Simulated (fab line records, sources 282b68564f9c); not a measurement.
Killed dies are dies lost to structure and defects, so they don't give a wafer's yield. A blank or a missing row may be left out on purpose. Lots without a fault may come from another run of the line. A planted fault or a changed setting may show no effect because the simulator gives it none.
fab line records | flow rit_cmos
record lots=5 wafers=15 last_day=7
route steps=202 shown GATE@83
lots that met no fault: from a run of the same line without faults
start_h: hours from the record's first day to the start of the lot's first wafer shown | wait_h: hours since the lot's step before | " the same as in the row above | L1.1+2: a row that stands for several wafers | - no value, or no start given | * or withheld: withheld | < > ~ a bound
route shown NAME@n: a module of which the file shows steps, and the number in the route of the first | usual: mean/standard deviation of fault-free wafers | same: alike in all rows | chamber/n: place in a boat | sites: the reading at each site | _std_site: their standard deviation | _edge_site: outer sites' mean less inner sites' | radius_mm: how far each site lies from the wafer's centre | mask NAME#n: copy n | behind: the tool/chamber that last shaped the wafer | hold: why the lot was held/for how many hours/how that ended | device: the transistor (n, p or np) that didn't switch | end of line: the same wafers' tests at the end of the route | a step without rows: its recipe alone | killed: dies lost to structure and defects at the first sort, not the wafer's yield | map: a wafer's dies, x killed, . not, _ none there
set.NAME: the setting as run; set.NAME@STEP: as run at that earlier step | model.NAME: the simulator's own value behind a step, which no gauge read
lots at some steps of the route; a table a step, a row a wafer
services: from which hour (start_h, from the record's first day; less than 0 if before it) a tool's chamber was out of use, for how many hours, and why
## steps
# step RIT_GATE_THK_MEAS_07
# recipe reads=SiO2_of_GATE_OXIDATION_05
# usual GATE_OXIDE_THK=3.03/0.07
# columns lot.wafer tool chamber start_h wait_h GATE_OXIDE_THK[nm]
L846.2 film_metro-02 - 61.37 0.0 3.05
L846.5 " - " " 3.09
L846.6 " - " " 3.09
L852.1 film_metro-01 - 88.89 0.0 2.92
L852.2 " - " " 3.04
L852.3 " - " " 2.97
L857.3 film_metro-01 - 113.32 0.0 3.05
L857.5 " - " " 3.09
L857.6 " - " " 3.13
L860.3 film_metro-01 - 129.66 0.0 2.96
L860.5 " - " " 2.92
L860.6 " - " " 2.95
L861.1 film_metro-01 - 133.92 0.0 3.01
L861.3 " - " " 3.03
L861.4 " - " " 2.92
# step RIT_GATE_CVD_08
# recipe material=poly-Si target_thk_nm=250 temp_c=610 precursor=SiH4 time_s=2220 pressure_mtorr=300 sih4_flow_sccm=100
# step RIT_GATE_THK_MEAS_09
# recipe reads=poly-Si_of_GATE_CVD_08
# usual GATE_POLY_THK=251.2/2.1
# columns lot.wafer tool chamber start_h wait_h GATE_POLY_THK[nm]
L846.2 film_metro-01 - 63.85 0.0 249.6
L846.5 " - " " 250.8
L846.6 " - " " 249.4
L852.1 film_metro-01 - 90.57 0.0 251.5
L852.2 " - " " 251.3
L852.3 " - " " 251.4
L857.3 film_metro-02 - 115.00 0.0 255.5
L857.5 " - " " 253.9
L857.6 " - " " 254.3
L860.3 film_metro-02 - 131.33 0.0 251.4
L860.5 " - " " 249.5
L860.6 " - " " 249.0
L861.1 film_metro-02 - 136.41 0.0 253.7
L861.3 " - " " 249.3
L861.4 " - " " 249.8
# step RIT_GATE_HMDS_10
# recipe prime_time_s=60 prime_temp_c=140
# step RIT_GATE_COAT_11
# recipe resist=NOVOLAK spin_rpm=4250 resist_thk_nm=850
# step RIT_GATE_SOFTBAKE_12
# recipe resist=NOVOLAK temp_c=90 time_s=61.23
# usual plate_sensor_t_centre_C=90.969/0.012 plate_sensor_t_edge_C=91.021/0.0093
# columns lot.wafer tool chamber start_h wait_h plate_sensor_t_centre_C plate_sensor_t_edge_C
L846.2 litho_track-03 0 64.23 0.1 90.985 91.029
L846.5 " 0 " " 90.977 91.015
L846.6 " 0 " " 90.974 91.015
L852.1 litho_track-04 0 90.93 0.1 90.944 91.002
L852.2 " 0 " " 90.954 91.038
L852.3 " 0 " " 90.975 91.021
L857.3 litho_track-04 0 115.39 0.1 90.982 91.018
L857.5 " 0 " " 90.990 91.023
L857.6 " 0 " " 90.960 91.018
L860.3 litho_track-04 0 131.72 0.1 90.985 91.039
L860.5 " 0 " " 90.978 91.011
L860.6 " 0 " " 90.947 91.036
L861.1 litho_track-01 0 136.77 0.1 90.965 91.023
L861.3 " 0 " " 90.944 91.036
L861.4 " 0 " " 90.976 91.041
# step RIT_GATE_EXPOSE_13
# recipe mask_id=M6 na=0.6 source_shape=conventional sigma_outer=0.6 target_cd_nm=150 dose_mj=380
# step RIT_GATE_PEB_14
# recipe resist=NOVOLAK temp_c=withheld time_s=withheld
# step RIT_GATE_DEVELOP_15
# recipe resist=NOVOLAK develop_time_s=50 dev_temp_c=23
# step RIT_GATE_CD_MEAS_16
# recipe target_cd_nm=150
# usual cd_nm=149.6/2.4
# columns lot.wafer tool chamber start_h wait_h cd_nm
L846.2 cd_sem-01 - 64.77 - 150.0
L846.5 " - " " 149.1
L846.6 " - " " 149.2
L852.1 cd_sem-01 - 91.60 - 153.0
L852.2 " - " " 150.6
L852.3 " - " " 151.2
L857.3 cd_sem-01 - 116.06 - 150.6
L857.5 " - " " 149.1
L857.6 " - " " 150.4
L860.3 cd_sem-01 - 132.26 - 151.2
L860.5 " - " " 150.6
L860.6 " - " " 151.3
L861.1 cd_sem-02 - 137.44 - 151.2
L861.3 " - " " 149.3
L861.4 " - " " 148.4
# step RIT_GATE_OVL_MEAS_17
# usual GATE_OVL=-1.4/1.2
# columns lot.wafer tool chamber start_h wait_h GATE_OVL[nm]
L846.2 overlay-01 - 64.88 0.1 -2.7
L846.5 " - " " -1.7
L846.6 " - " " -1.1
L852.1 overlay-01 - 91.72 0.1 -0.9
L852.2 " - " " 0.3
L852.3 " - " " -1.1
L857.3 overlay-01 - 116.15 0.1 -2.9
L857.5 " - " " -3.6
L857.6 " - " " -3.6
L860.3 overlay-02 - 132.36 0.1 -2.9
L860.5 " - " " -1.8
L860.6 " - " " -0.9
L861.1 overlay-01 - 137.56 0.1 -1.4
L861.3 " - " " -0.4
L861.4 " - " " 0.4
# step RIT_GATE_HARDBAKE_18
# recipe resist=NOVOLAK temp_c=140 time_s=60
# step RIT_GATE_ETCH_19
# recipe chemistry=SF6/CHF3/O2 time_s=165 SF6_flow_sccm=30 CHF3_flow_sccm=30 O2_flow_sccm=5 target=poly-Si pressure_mtorr=40 rf_w=160 target_depth_a=3125 over_etch_frac=0.25 stop_on=SiO2
# usual drypump_motor_current_A=5.7/0.42 oes_product_au=0.850/0.013 rf_fwd_power_W=159.3/0.5 run_length_s=193.2/0.44 throttle_valve_pct=10.26/0.16
# columns lot.wafer tool chamber start_h wait_h drypump_motor_current_A oes_product_au rf_fwd_power_W rf_hours_counter_h run_length_s throttle_valve_pct model.NOVOLAK_of_GATE_COAT_11.thk_nm model.GATE.feature_depth_nm model.etch.depth_nm
L846.2 rie_si-02 2 65.06 0.1 5.4 0.842 159.7 109 192.7 10.20 668.9 249.7 249.7
L846.5 " 1 " " 5.7 0.835 159.2 - 192.9 10.40 668.7 250.8 250.8
L846.6 " 2 " " 5.4 0.840 159.4 - 193.4 10.18 666.1 249.3 249.3
L852.1 rie_si-02 2 91.91 0.1 5.4 0.854 159.4 109 192.7 10.19 674.7 251.6 251.6
L852.2 " 0 " " 5.0 0.844 160.1 3 194.0 10.10 670.1 251.1 251.1
L852.3 " 3 " " 5.1 0.850 160.3 38 193.1 10.47 668.3 251.2 251.2
L857.3 rie_si-01 2 116.32 0.1 5.7 0.884 158.6 108 192.8 10.43 671.6 255.3 255.3
L857.5 " 2 " " 5.7 0.874 159.4 - 192.6 10.41 670.6 254 254
L857.6 " 3 " " 5.8 0.852 159.4 - 193.0 10.27 670 254.3 254.3
L860.3 rie_si-02 0 132.53 0.1 5.0 0.839 159.6 4 194.1 10.10 671.5 251.4 251.4
L860.5 " 2 " " 5.4 0.841 159.0 - 192.7 10.20 673.2 249.7 249.7
L860.6 " 3 " " 5.1 1.007 - - 152.5 10.50 694.6 235.7 235.7
L861.1 rie_si-01 3 137.75 0.1 5.8 0.845 159.0 63 192.9 10.28 671.5 253.7 253.7
L861.3 " 0 " " 6.5 0.837 158.9 66 193.4 9.99 668.8 249.1 249.1
L861.4 " 1 " " 5.8 0.855 159.7 58 193.6 10.22 674.4 249.7 249.7
# step RIT_GATE_STRIP_20
# recipe chemistry=O2 time_s=180 resist=NOVOLAK platen_temp_c=withheld power_w=500 pressure_mtorr=4000 o2_flow_sccm=4000
# usual drypump_motor_current_A=5.5/0.37
# columns lot.wafer tool chamber start_h wait_h drypump_motor_current_A rf_hours_counter_h
L846.2 plasma_asher-04 1 65.17 0.1 5.6 30
L846.5 " 0 " " 5.2 -
L846.6 " 1 " " 5.6 -
L852.1 plasma_asher-02 1 92.02 0.1 4.8 38
L852.2 " 0 " " 6.3 38
L852.3 " 0 " " 6.3 -
L857.3 plasma_asher-04 1 116.49 0.1 5.6 -
L857.5 " 0 " " 5.2 -
L857.6 " 1 " " 5.6 -
L860.3 plasma_asher-01 1 132.70 0.1 5.6 -
L860.5 " 0 " " 5.6 -
L860.6 " 1 " " 5.6 -
L861.1 plasma_asher-01 1 137.86 0.1 5.6 50
L861.3 " 0 " " 5.6 -
L861.4 " 1 " " 5.6 -
## services
# columns tool chamber start_h hours kind
rie_si-02 3 54.97 1.6 repair
plasma_asher-01 - 83.32 14.6 pm
plasma_asher-02 - 108.75 9.0 pm
plasma_asher-02 0 108.75 9.0 vent_cycle
plasma_asher-02 1 108.75 9.0 vent_cycle
plasma_asher-02 - 117.75 2.8 pm
plasma_asher-02 0 117.75 - clean
plasma_asher-02 1 117.75 - clean
## key
first_sign step=RIT_GATE_ETCH_19 reading=run_length_s direction=down sigmas=93 usual=* struck=*
effect step=RIT_GATE_ETCH_19 reading=oes_product_au direction=up sigmas=12 usual=0.850 struck=1.007
model_effect step=RIT_GATE_ETCH_19 value=NOVOLAK_of_GATE_COAT_11.thk_nm without=673.5 struck=694.6
met_at RIT_GATE_ETCH_19
struck_wafers L860.6
later_rows_left_out L860.6
sort_left_out L860.6
tester_left_out L860
onset_between 91.91 132.53
fault kind=process_parameter_drift tool=rie_si-02 chamber=3 onset_h=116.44 steps=RIT_GATE_ETCH_19 channel=time_s offset=* shape=step end_h=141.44 stated=*
# tester_left_out: of these lots the tester's yield and bins aren't shown, on N5 and GAA mostly nor the transistor test; their killed dies are dies lost to structure and defects alone, not to doping, threshold or leakage, so they don't give the yield
# sort_left_out: the simulated sort isn't trusted on such a fault, so these wafers' sort isn't shown, and their yield isn't known
# later_rows_left_out: the simulator's readings of these wafers behind a module that went badly wrong aren't trusted and aren't shown, but for the sort
